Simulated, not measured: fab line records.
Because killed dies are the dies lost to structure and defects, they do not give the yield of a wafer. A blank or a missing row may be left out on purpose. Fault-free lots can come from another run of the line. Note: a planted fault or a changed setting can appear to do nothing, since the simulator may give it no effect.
fab line records ; flow ritCmos
record lots=6; wafers=18; lastDay=7
route steps=202 shown SILICIDE@163 CONTACT@168 M1@202
lots that met no fault: taken from a fault-free run of the same line
startH: hours from the record's first day to the start of the lot's first wafer shown ; waitH: hours from the lot's prior step to this one ; " same as the row above ; L1.1+2: several wafers, shown together as one row ; - no value, or no start was given ; * or withheld: withheld ; < > ~ a bound
route shown NAME@n: names a module that has steps shown in the file, with the first one's number in the route ; usual: mean/standard deviation taken from wafers without a fault ; same: alike in all rows ; chamber/n: place in a boat ; sites: each site's reading ; _std_site: standard deviation across them ; _edge_site: outer sites' mean less inner sites' ; radiusMm: for every site, how far away it sits from the centre of the wafer ; mask NAME#n: copy n ; behind: the last tool/chamber to shape the wafer ; hold: reason for holding the lot/hours on hold/outcome of the hold ; device: the transistor (n, p or np) that didn't switch ; end of line: tests of these same wafers at the route's end ; step lacking rows: just its recipe ; killed: the dies lost at the first sort to structure and to defects; this is not the yield of the wafer ; map: the dies of a wafer, with x for killed, . for not killed, _ for no die there
set.NAME: the setting that was run; set.NAME@STEP: the one run at that earlier step ; model.NAME: the simulator's own value behind a step, which no gauge read
a table for each step, a row for each wafer; lots at some steps of the route
services: the hour from which a tool's chamber was out of use, counted from the record's first day as startH (under 0 if before that day), plus the number of hours and why
## steps
# step RIT_SILICIDE_RS_MEAS_02
# recipe thkMeasGauge=four-point-probe; reads=Ti_of_SILICIDE_SPUTTER_01
# usual SILICIDE_TI_RS=48.2/0.76
lot.wafer;tool;chamber;startH;waitH;SILICIDE_TI_RS[ohm/sq]
L275.1;filmMetro-04;-;119.86;0.1;48.3
L275.3;filmMetro-04;-;119.86;0.1;48.3
L275.4;filmMetro-04;-;119.86;0.1;48.8
L277.3;filmMetro-04;-;126.66;0.1;48.1
L277.4;filmMetro-04;-;126.66;0.1;47.6
L277.5;filmMetro-04;-;126.66;0.1;47.2
L279.3;filmMetro-02;-;132.61;0.1;48.1
L279.5;filmMetro-02;-;132.61;0.1;48.7
L279.6;filmMetro-02;-;132.61;0.1;48.0
L280.1;filmMetro-04;-;142.97;0.1;48.9
L280.4;filmMetro-04;-;142.97;0.1;49.1
L280.5;filmMetro-04;-;142.97;0.1;49.2
L285.1;filmMetro-04;-;165.60;0.1;48.9
L285.3;filmMetro-04;-;165.60;0.1;48.4
L285.5;filmMetro-04;-;165.60;0.1;48.2
L286.1;filmMetro-04;-;171.43;0.1;50.2
L286.2;filmMetro-04;-;171.43;0.1;48.8
L286.4;filmMetro-04;-;171.43;0.1;49.1
# step RIT_SILICIDE_THK_MEAS_03
# recipe thkMeasGauge=xrf; reads=Ti_of_SILICIDE_SPUTTER_01
# usual SILICIDE_TI_THK=29.8/0.39
lot.wafer;tool;chamber;startH;waitH;SILICIDE_TI_THK[nm]
L275.1;filmMetro-04;-;119.98;0.1;30.0
L275.3;filmMetro-04;-;119.98;0.1;29.6
L275.4;filmMetro-04;-;119.98;0.1;29.4
L277.3;filmMetro-04;-;126.76;0.1;29.7
L277.4;filmMetro-04;-;126.76;0.1;29.9
L277.5;filmMetro-04;-;126.76;0.1;30.1
L279.3;filmMetro-02;-;132.71;0.1;30.0
L279.5;filmMetro-02;-;132.71;0.1;29.8
L279.6;filmMetro-02;-;132.71;0.1;30.1
L280.1;filmMetro-04;-;143.09;0.1;29.4
L280.4;filmMetro-04;-;143.09;0.1;29.3
L280.5;filmMetro-04;-;143.09;0.1;29.3
L285.1;filmMetro-04;-;165.72;0.1;29.5
L285.3;filmMetro-04;-;165.72;0.1;29.6
L285.5;filmMetro-04;-;165.72;0.1;29.7
L286.1;filmMetro-04;-;171.55;0.1;28.8
L286.2;filmMetro-04;-;171.55;0.1;29.5
L286.4;filmMetro-04;-;171.55;0.1;29.4
# step RIT_SILICIDE_RTA_04
# recipe tempC=650; timeS=10; idleTempC=25; rampUpS=5; rampDownS=5; coolToC=25; ambient=N2
# usual wafer_temp_C_max=652.8/0.55
# same timeS=10
lot.wafer;tool;chamber;startH;waitH;wafer_temp_C_max
L275.1;rtpAnneal-01;0;120.04;0.1;653.4
L275.3;rtpAnneal-01;0;120.04;0.1;652.7
L275.4;rtpAnneal-01;0;120.04;0.1;652.8
L277.3;rtpAnneal-02;0;126.82;0.1;653.2
L277.4;rtpAnneal-02;0;126.82;0.1;652.6
L277.5;rtpAnneal-02;0;126.82;0.1;653.8
L279.3;rtpAnneal-02;0;132.77;0.1;652.7
L279.5;rtpAnneal-02;0;132.77;0.1;653.1
L279.6;rtpAnneal-02;0;132.77;0.1;651.9
L280.1;rtpAnneal-01;0;143.15;0.1;654.2
L280.4;rtpAnneal-01;0;143.15;0.1;654.3
L280.5;rtpAnneal-01;0;143.15;0.1;654.5
L285.1;rtpAnneal-02;0;165.78;0.1;651.9
L285.3;rtpAnneal-02;0;165.78;0.1;652.5
L285.5;rtpAnneal-02;0;165.78;0.1;652.0
L286.1;rtpAnneal-01;0;171.61;0.1;653.1
L286.2;rtpAnneal-01;0;171.61;0.1;653.5
L286.4;rtpAnneal-01;0;171.61;0.1;652.8
# step RIT_SILICIDE_WET_ETCH_05
# recipe chemistry=SPM; target=Ti; tempC=90; timeS=120; dry=n2Spin
# step RIT_SILICIDE_RTA_06
# recipe tempC=750; timeS=10.37; idleTempC=25; rampUpS=5; rampDownS=10; coolToC=25; ambient=N2
# usual wafer_temp_C_max=753.2/0.7
# same timeS=10.37
lot.wafer;tool;chamber;startH;waitH;wafer_temp_C_max
L275.1;rtpAnneal-02;0;120.15;0.0;752.7
L275.3;rtpAnneal-02;0;120.15;0.0;753.6
L275.4;rtpAnneal-02;0;120.15;0.0;752.7
L277.3;rtpAnneal-01;0;126.93;0.0;754.1
L277.4;rtpAnneal-01;0;126.93;0.0;753.4
L277.5;rtpAnneal-01;0;126.93;0.0;753.1
L279.3;rtpAnneal-01;0;132.88;0.0;754.3
L279.5;rtpAnneal-01;0;132.88;0.0;753.9
L279.6;rtpAnneal-01;0;132.88;0.0;754.1
L280.1;rtpAnneal-02;0;143.26;0.0;753.6
L280.4;rtpAnneal-02;0;143.26;0.0;752.8
L280.5;rtpAnneal-02;0;143.26;0.0;752.6
L285.1;rtpAnneal-01;0;165.89;0.0;754.0
L285.3;rtpAnneal-01;0;165.89;0.0;753.2
L285.5;rtpAnneal-01;0;165.89;0.0;753.5
L286.1;rtpAnneal-02;0;171.78;0.0;752.8
L286.2;rtpAnneal-02;0;171.78;0.0;752.3
L286.4;rtpAnneal-02;0;171.78;0.0;754.4
# step RIT_CONTACT_CVD_00
# recipe material=SiO2; targetThkNm=400; precursor=TEOS; tempC=390; timeS=61; rfW=400
# usual heaterPowerW=304/49; susceptorTempC=390.03/0.22
# same timeS=61
lot.wafer;tool;chamber;startH;waitH;heaterPowerW;susceptorTempC
L275.1;pecvd-02;2;120.21;0.1;224;389.76
L275.3;pecvd-02;0;120.21;0.1;323;390.25
L275.4;pecvd-02;2;120.21;0.1;245;389.78
L277.3;pecvd-01;1;126.98;0.0;278;390.15
L277.4;pecvd-01;2;126.98;0.0;322;389.90
L277.5;pecvd-01;1;126.98;0.0;208;390.15
L279.3;pecvd-02;0;132.93;0.0;278;390.28
L279.5;pecvd-02;1;132.93;0.0;313;390.16
L279.6;pecvd-02;2;132.93;0.0;203;390.46
L280.1;pecvd-01;2;143.33;0.1;339;390.04
L280.4;pecvd-01;0;143.33;0.1;351;390.41
L280.5;pecvd-01;1;143.33;0.1;285;390.14
L285.1;pecvd-02;2;166.03;0.1;275;390.24
L285.3;pecvd-02;1;166.03;0.1;335;390.18
L285.5;pecvd-02;1;166.03;0.1;362;390.41
L286.1;pecvd-01;0;171.85;0.1;361;390.20
L286.2;pecvd-01;1;171.85;0.1;243;389.77
L286.4;pecvd-01;0;171.85;0.1;274;390.39
# step RIT_CONTACT_THK_MEAS_01
# recipe reads=SiO2_of_CONTACT_CVD_00
# usual CONTACT_TEOS_THK=401/5.4
lot.wafer;tool;chamber;startH;waitH;CONTACT_TEOS_THK[nm]
L275.1;filmMetro-01;-;120.27;0.0;400
L275.3;filmMetro-01;-;120.27;0.0;395
L275.4;filmMetro-01;-;120.27;0.0;407
L277.3;filmMetro-01;-;127.05;0.0;393
L277.4;filmMetro-01;-;127.05;0.0;401
L277.5;filmMetro-01;-;127.05;0.0;400
L279.3;filmMetro-03;-;133.00;0.0;404
L279.5;filmMetro-03;-;133.00;0.0;403
L279.6;filmMetro-03;-;133.00;0.0;410
L280.1;filmMetro-01;-;143.38;0.0;396
L280.4;filmMetro-01;-;143.38;0.0;400
L280.5;filmMetro-01;-;143.38;0.0;399
L285.1;filmMetro-01;-;166.08;0.0;411
L285.3;filmMetro-01;-;166.08;0.0;409
L285.5;filmMetro-01;-;166.08;0.0;414
L286.1;filmMetro-03;-;171.90;0.0;398
L286.2;filmMetro-03;-;171.90;0.0;394
L286.4;filmMetro-03;-;171.90;0.0;399
# step RIT_CONTACT_HMDS_02
# recipe primeTimeS=60; primeTempC=140
# step RIT_CONTACT_COAT_03
# recipe resist=NOVOLAK; spinRpm=3250; resistThkNm=1000
# step RIT_CONTACT_SOFTBAKE_04
# recipe resist=NOVOLAK; tempC=90; timeS=60
# step RIT_CONTACT_EXPOSE_05
# recipe maskId=M11; na=0.6; sourceShape=conventional; sigmaOuter=0.5; targetCdNm=1000; doseMj=250
# step RIT_CONTACT_PEB_06
# recipe resist=NOVOLAK; tempC=withheld; timeS=withheld
# step RIT_CONTACT_DEVELOP_07
# recipe resist=NOVOLAK; developTimeS=120; devTempC=23
lot.wafer;tool;chamber;startH;waitH
L275.1+3+4;lithoTrack-02;0;121;-
L277.3+4+5;lithoTrack-02;0;127;-
L279.3+5+6;lithoTrack-02;0;133;-
L280.1+4+5;lithoTrack-02;0;144;-
L285.1+3+5;lithoTrack-01;0;166;-
L286.1+2+4;lithoTrack-03;0;172;-
# step RIT_CONTACT_CD_MEAS_08
# recipe targetCdNm=1000
# usual cdNm=1000.5/2
lot.wafer;tool;chamber;startH;waitH;cdNm
L275.1;cdSem-01;-;121.42;-;1000.2
L275.3;cdSem-01;-;121.42;-;1001.2
L275.4;cdSem-01;-;121.42;-;999.3
L277.3;cdSem-01;-;128.10;-;1000.6
L277.4;cdSem-01;-;128.10;-;999.0
L277.5;cdSem-01;-;128.10;-;1000.5
L279.3;cdSem-01;-;134.17;-;958.2
L279.5;cdSem-01;-;134.17;-;958.7
L279.6;cdSem-01;-;134.17;-;958.5
L280.1;cdSem-01;-;144.41;-;965.5
L280.4;cdSem-01;-;144.41;-;967.7
L280.5;cdSem-01;-;144.41;-;966.1
L285.1;cdSem-01;-;167.10;-;998.6
L285.3;cdSem-01;-;167.10;-;998.0
L285.5;cdSem-01;-;167.10;-;997.8
L286.1;cdSem-02;-;172.93;-;998.6
L286.2;cdSem-02;-;172.93;-;1002.3
L286.4;cdSem-02;-;172.93;-;1000.5
# step RIT_CONTACT_OVL_MEAS_09
# usual CONTACT_OVL=-0.5/1.3
lot.wafer;tool;chamber;startH;waitH;CONTACT_OVL[nm]
L275.1;overlay-01;-;121.54;0.1;-1.5
L275.3;overlay-01;-;121.54;0.1;-0.4
L275.4;overlay-01;-;121.54;0.1;-1.4
L277.3;overlay-01;-;128.19;0.1;3.2
L277.4;overlay-01;-;128.19;0.1;0.9
L277.5;overlay-01;-;128.19;0.1;-0.1
L279.3;overlay-02;-;134.26;0.1;-0.8
L279.5;overlay-02;-;134.26;0.1;-0.7
L279.6;overlay-02;-;134.26;0.1;0.1
L280.1;overlay-02;-;144.53;0.1;1.0
L280.4;overlay-02;-;144.53;0.1;-0.2
L280.5;overlay-02;-;144.53;0.1;-1.4
L285.1;overlay-01;-;167.22;0.1;-1.2
L285.3;overlay-01;-;167.22;0.1;-2.2
L285.5;overlay-01;-;167.22;0.1;-0.9
L286.1;overlay-02;-;173.05;0.1;-2.7
L286.2;overlay-02;-;173.05;0.1;-4.9
L286.4;overlay-02;-;173.05;0.1;-2.4
# step RIT_CONTACT_HARDBAKE_10
# recipe resist=NOVOLAK; tempC=140; timeS=60
# step RIT_CONTACT_ETCH_11
# recipe targetDepthA=4800; overEtchFrac=0.2; stopOn=TiSi2; chemistry=CHF3/CF4/Ar; target=SiO2; CHF3_flow_sccm=50; cf4FlowSccm=10; Ar_flow_sccm=100; O2_flow_sccm=5; pressureMtorr=100; rfW=195; timeS=320
# usual drypumpMotorCurrentA=5.9/0.46; mfcArSccm=100.0/0.3; oesProductAu=0.989/0.022; throttleValvePct=8.85/0.16
# same timeS=320
lot.wafer;tool;chamber;startH;waitH;drypumpMotorCurrentA;mfcArSccm;oesProductAu;rfHoursCounterH;throttleValvePct;model.CONTACT.cdNm
L275.1;rieDiel-02;0;121.80;0.1;6.5;100.2;0.976;130;8.80;1000
L275.3;rieDiel-02;2;121.80;0.1;5.7;99.9;1.014;73;8.90;1001
L275.4;rieDiel-02;3;121.80;0.1;6.0;99.7;1.025;28;8.85;999
L277.3;rieDiel-01;1;128.36;0.1;6.2;100.1;0.963;9;9.13;1000
L277.4;rieDiel-01;3;128.36;0.1;5.0;100.1;1.005;3;8.82;999.2
L277.5;rieDiel-01;0;128.36;0.1;6.5;99.6;0.999;-;8.67;999.9
L279.3;rieDiel-01;3;134.43;0.1;5.0;99.9;1.002;3;8.84;958.2
L279.5;rieDiel-01;3;134.43;0.1;5.0;99.7;0.994;-;8.82;958.9
L279.6;rieDiel-01;0;134.43;0.1;6.5;100.1;0.997;-;8.67;957.5
L280.1;rieDiel-01;3;144.71;0.1;5.0;100.1;1.003;3;8.82;965.9
L280.4;rieDiel-01;1;144.71;0.1;6.2;100.1;0.962;10;9.12;967.5
L280.5;rieDiel-01;1;144.71;0.1;6.2;100.2;0.962;-;9.13;966.3
L285.1;rieDiel-04;0;167.41;0.1;5.5;100.1;0.992;0;8.92;998.7
L285.3;rieDiel-04;2;167.41;0.1;5.7;100.5;0.962;8;8.85;997.1
L285.5;rieDiel-04;1;167.41;0.1;5.2;100.7;0.989;-;8.57;998.4
L286.1;rieDiel-01;0;173.23;0.1;6.5;100.2;1.010;56;8.65;997.7
L286.2;rieDiel-01;2;173.23;0.1;5.7;100.0;0.975;8;9.11;1002
L286.4;rieDiel-01;3;173.23;0.1;5.0;99.9;1.004;4;8.82;1001
# step RIT_CONTACT_STRIP_12
# recipe chemistry=O2; timeS=180; resist=NOVOLAK; platenTempC=withheld; powerW=500; pressureMtorr=4000; o2FlowSccm=4000
# usual drypumpMotorCurrentA=6.13/0.24
# same timeS=180
lot.wafer;tool;chamber;startH;waitH;drypumpMotorCurrentA;rfHoursCounterH
L275.1;plasmaAsher-01;1;122.00;0.1;6.36;46
L275.3;plasmaAsher-01;1;122.00;0.1;6.33;-
L275.4;plasmaAsher-01;0;122.00;0.1;5.64;-
L277.3;plasmaAsher-02;0;128.61;0.2;6.34;-
L277.4;plasmaAsher-02;1;128.61;0.2;6.29;-
L277.5;plasmaAsher-02;0;128.61;0.2;6.27;-
L279.3;plasmaAsher-02;1;134.69;0.2;6.27;-
L279.5;plasmaAsher-02;1;134.69;0.2;6.26;-
L279.6;plasmaAsher-02;0;134.69;0.2;6.30;-
L280.1;plasmaAsher-01;1;144.91;0.1;6.37;50
L280.4;plasmaAsher-01;1;144.91;0.1;6.37;-
L280.5;plasmaAsher-01;0;144.91;0.1;5.63;-
L285.1;plasmaAsher-01;0;167.60;0.1;5.64;54
L285.3;plasmaAsher-01;0;167.60;0.1;5.64;-
L285.5;plasmaAsher-01;1;167.60;0.1;6.37;-
L286.1;plasmaAsher-01;0;173.43;0.1;5.65;55
L286.2;plasmaAsher-01;1;173.43;0.1;6.35;55
L286.4;plasmaAsher-01;1;173.43;0.1;6.34;-
# step RIT_M1_PROBE_99
# usual killedAtFrontEnd=6.8/2.9; killedDies=6.9/2.9; killedOpen=3.3/1.9; killedShort=3.6/1.9
# same grossDies=264; killed_at_M0_to_M3=0; killed_at_M4_up=0; killedAtBackSide=0; killedAtContacts=0; killedAtOther=0
lot.wafer;tool;chamber;startH;waitH;killedAtFrontEnd;killedDies;killedOpen;killedShort;model.etest.contactToGate.bvRightV;model.etest.contactToGate.bvLeftV
L275.1;prober-01;-;127.08;0.1;8;8;5;3;88.99;93.06
L275.3;prober-01;-;127.18;0.2;5;5;1;4;91.58;93.13
L275.4;prober-01;-;127.23;0.2;8;8;3;5;92.75;89.25
L277.3;prober-01;-;133.36;0.2;10;10;4;6;92;89.35
L277.4;prober-01;-;133.41;0.2;10;10;4;6;93.44;92.34
L277.5;prober-01;-;133.46;0.2;11;11;5;6;87.91;90.61
L279.3;prober-01;-;139.53;0.2;7;7;3;4;99.72;100.1
L279.5;prober-01;-;139.63;0.2;5;5;2;3;97.27;103
L279.6;prober-01;-;139.68;0.2;12;12;4;8;100.9;103
L280.1;prober-02;-;150.04;0.1;4;4;1;3;98.94;98.69
L280.4;prober-02;-;150.19;0.2;6;6;1;5;98.72;99.46
L280.5;prober-02;-;150.24;0.2;5;5;0;5;99.34;95.99
L285.1;prober-01;-;172.56;0.1;4;4;2;2;90.92;89.49
L285.3;prober-01;-;172.66;0.2;4;4;2;2;93.62;89.34
L285.5;prober-01;-;172.76;0.2;15;15;8;7;92.53;90.03
L286.1;prober-02;-;178.28;0.1;6;6;3;3;92.34;93.62
L286.2;prober-02;-;178.33;0.1;5;5;4;1;94.48;91.56
L286.4;prober-02;-;178.43;0.2;11;11;6;5;91.19;88.96
# killed by level:class
L275.1 GATE:geometricParticle:open=3 FOX1:geometricParticle:open=1 GATE:geometricParticle:short=1 REOX:geometricParticle:open=1 REOX:geometricParticle:short=1 SILICIDE:geometricParticle:short=1
L275.3 SILICIDE:geometricParticle:short=2 FOX1:geometricParticle:short=1 GATE:geometricParticle:short=1 SILICIDE:geometricParticle:open=1
L275.4 FOX1:geometricParticle:short=2 GATE:geometricParticle:open=2 GATE:geometricParticle:short=2 SPACER:geometricParticle:short=1 SILICIDE:geometricParticle:open=1
L277.3 GATE:geometricParticle:open=4 FOX1:geometricParticle:short=2 GATE:geometricParticle:short=2 REOX:geometricParticle:short=1 SILICIDE:geometricParticle:short=1
L277.4 GATE:geometricParticle:short=3 REOX:geometricParticle:short=3 FOX1:geometricParticle:open=1 GATE:geometricParticle:open=1 REOX:geometricParticle:open=1 SPACER:geometricParticle:open=1
L277.5 GATE:geometricParticle:short=4 GATE:geometricParticle:open=4 REOX:geometricParticle:short=2 SPACER:geometricParticle:open=1
L279.3 FOX1:geometricParticle:short=2 GATE:geometricParticle:open=2 FOX2:geometricParticle:short=1 REOX:geometricParticle:short=1 REOX:geometricParticle:open=1
L279.5 SILICIDE:geometricParticle:short=2 FOX1:geometricParticle:open=1 REOX:geometricParticle:short=1 SILICIDE:geometricParticle:open=1
L279.6 REOX:geometricParticle:short=4 FOX1:geometricParticle:open=3 SILICIDE:geometricParticle:short=2 FOX1:geometricParticle:short=1 GATE:geometricParticle:short=1 REOX:geometricParticle:open=1
L280.1 GATE:geometricParticle:short=2 GATE:geometricParticle:open=1 SPACER:geometricParticle:short=1
L280.4 GATE:geometricParticle:short=2 FOX1:geometricParticle:open=1 FOX2:geometricParticle:short=1 SPACER:geometricParticle:short=1 SILICIDE:geometricParticle:short=1
L280.5 GATE:geometricParticle:short=3 FOX2:geometricParticle:short=1 SILICIDE:geometricParticle:short=1
L285.1 GATE:geometricParticle:open=1 REOX:geometricParticle:short=1 SPACER:geometricParticle:short=1 SPACER:geometricParticle:open=1
L285.3 FOX2:geometricParticle:open=1 SPACER:geometricParticle:short=1 SPACER:geometricParticle:open=1 SILICIDE:geometricParticle:short=1
L285.5 FOX2:geometricParticle:open=3 GATE:geometricParticle:open=3 FOX2:geometricParticle:short=2 GATE:geometricParticle:short=2 SILICIDE:geometricParticle:open=2 SILICIDE:geometricParticle:short=2 REOX:geometricParticle:short=1
L286.1 GATE:geometricParticle:short=2 GATE:geometricParticle:open=2 FOX1:geometricParticle:short=1 FOX1:geometricParticle:open=1
L286.2 FOX1:geometricParticle:open=1 REOX:geometricParticle:open=1 SPACER:geometricParticle:open=1 SILICIDE:geometricParticle:short=1 SILICIDE:geometricParticle:open=1
L286.4 REOX:geometricParticle:short=3 REOX:geometricParticle:open=2 FOX1:geometricParticle:open=1 FOX2:geometricParticle:open=1 GATE:geometricParticle:open=1 SPACER:geometricParticle:short=1 SILICIDE:geometricParticle:short=1 SILICIDE:geometricParticle:open=1
## services
tool;chamber;startH;hours;kind
plasmaAsher-02;-;108.75;9.0;pm
plasmaAsher-02;0;108.75;9.0;ventCycle
plasmaAsher-02;1;108.75;9.0;ventCycle
rieDiel-01;3;113.13;12.9;repair
plasmaAsher-02;0;117.75;-;clean
plasmaAsher-02;1;117.75;-;clean
rieDiel-04;2;121.33;7.5;repair
pecvd-02;-;128.43;2.8;pm
rieDiel-04;0;140.55;-;clean
rieDiel-04;0;140.55;24.1;scheduledDown
rieDiel-04;0;140.55;24.1;ventCycle
rieDiel-02;-;154.74;1.4;repair
## key
firstSign step=RIT_CONTACT_CD_MEAS_08; reading=cdNm; direction=down; sigmas=19; usual=1000.5; struck=962.5; through=controlLoop
effect none on later readings
modelEffect step=RIT_CONTACT_ETCH_11; value=CONTACT.cdNm; without=1001; struck=962.4
modelEffect step=RIT_M1_PROBE_99; value=etest.contactToGate.bvRightV; without=89.41; struck=99.15
metAt RIT_CONTACT_DEVELOP_07
struckWafers L279.3,L279.5,L279.6,L280.1,L280.4,L280.5
testerLeftOut L279,L280
loopTrim step=RIT_CONTACT_EXPOSE_05; setting=dose; lots=L280
onsetBetween 127 133
fault kind=processParameterDrift; tool=lithoTrack-02; chamber=-; onsetH=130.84; steps=RIT_CONTACT_DEVELOP_07; channel=developTimeS; offset=*; shape=step; endH=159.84; actsIn=*; stated=*
# testerLeftOut: of these lots the tester's yield and bins aren't shown, on N5 and GAA mostly nor the transistor test; their killed dies are dies lost to structure and defects alone, not to doping, threshold or leakage, so they don't give the yield
# loopTrim: a control loop set the setting to another value than it would have without faults
